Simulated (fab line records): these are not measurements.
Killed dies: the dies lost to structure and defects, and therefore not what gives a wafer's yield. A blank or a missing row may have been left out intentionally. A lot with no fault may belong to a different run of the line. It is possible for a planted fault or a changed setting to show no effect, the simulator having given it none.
The same fault as seen by 2 desks | flow ritCmos | numbers are kept per desk, each desk with only its own; the story behind them comes last

== AT THE METROLOGY DESK ==
Lot by lot, what the gauges showed, no matter which tool ran the lot: averages of those sampled wafers that carry a number. If a lot's mean is further than 4 standard deviations from the usual mean, the lot is out of limits and carries the mark OUT (the distance appears in the brackets).
Columns: A = PLDD_TW at RIT_PLDD_TW_MEAS_10, usual 2369; B = M1_AL_RS at RIT_M1_RS_MEAS_01, usual 0.0732 ohm/sq; C = M1_AL_THK at RIT_M1_THK_MEAS_02, usual 408 nm; D = M1_OVL at RIT_M1_OVL_MEAS_10, usual 0.2 nm
lot  | first seen here | A    | B                | C             | D
L607 | day 2 19:19     | 2407 | 0.0729           | 412           | 2.1
L608 | day 3 01:10     | 2323 | 0.0745           | 401           | 0.6
L609 | day 3 04:55     | 2335 | 0.0747           | 396           | -0.5
L610 | day 3 11:50     | 2407 | 0.0734           | 408           | 1.5
L613 | day 4 07:43     | 2342 | 0.0521 (-19) OUT | 569 (+26) OUT | -0.4
L614 | day 4 11:04     | 2405 | 0.0718           | 415           | 0.2
L615 | day 4 22:07     | 2340 | 0.0521 (-19) OUT | 565 (+25) OUT | 0.1
L616 | day 5 01:11     | 2339 | 0.0712           | 418           | 0.5
L619 | day 5 09:17     | 2397 | 0.0731           | 411           | -0.4
L622 | day 5 23:25     | 2403 | 0.0736           | 405           | -0.6
L624 | day 6 10:24     | 2332 | 0.0731           | 410           | 0.3
L627 | day 6 23:10     | 2350 | 0.0735           | 408           | 0.4
L628 | day 7 05:43     | 2336 | 0.0720           | 416           | -0.1
L630 | day 7 18:55     | 2395 | 0.0738           | 403           | 0.0
This desk's finding: out of limits on L613, L615; first on L613, day 4 17:48 (M1_AL_RS at RIT_M1_RS_MEAS_01). Within limits: L607, L608, L609, L610, L614, L616, L619, L622, L624, L627, L628, L630.

== DESK OF THE TOOL OWNER: pvdSputter-02 ==
The tool's own readings at RIT_M1_SPUTTER_00 (material Al, target thk 400 nm, time 500 s): means of the sampled wafers that have a number, for each lot that ran on this tool. If a lot's mean is further than 4 standard deviations from the usual mean, the lot is out of limits and carries the mark OUT (the distance appears in the brackets).
Columns: A = chamberPressurePa at RIT_M1_SPUTTER_00, usual 0.3999 Pa; B = throttleValvePct at RIT_M1_SPUTTER_00, usual 30.6 %
lot  | first seen here | A      | B
L607 | day 3 04:57     | 0.4000 | 30.7
L609 | day 3 14:13     | 0.3999 | 30.4
L613 | day 4 17:35     | 0.4000 | 30.2
L615 | day 5 07:41     | 0.3992 | 30.6
This desk's verdict: no lot among the 4 shows anything out of limits.

== ALL TOGETHER ==
The metrology desk could have raised an alarm at day 4 17:48, on L613, L615.
The tool owner's desk saw nothing out of limits.
Tool owner's desk: L613, L615 on record, inside its limits.
On pvdSputter-02, each named lot ran RIT_M1_SPUTTER_00.

== WHAT WAS PUT IN BY THE SIMULATOR ==
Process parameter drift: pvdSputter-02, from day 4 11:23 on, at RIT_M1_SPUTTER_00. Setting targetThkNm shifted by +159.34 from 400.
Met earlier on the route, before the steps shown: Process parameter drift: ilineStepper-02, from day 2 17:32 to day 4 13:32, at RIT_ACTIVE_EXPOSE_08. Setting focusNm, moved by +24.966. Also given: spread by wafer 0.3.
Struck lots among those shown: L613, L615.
Per desk, hours elapsed from the start of the fault to the first reading out of limits: for the metrology desk, 6.
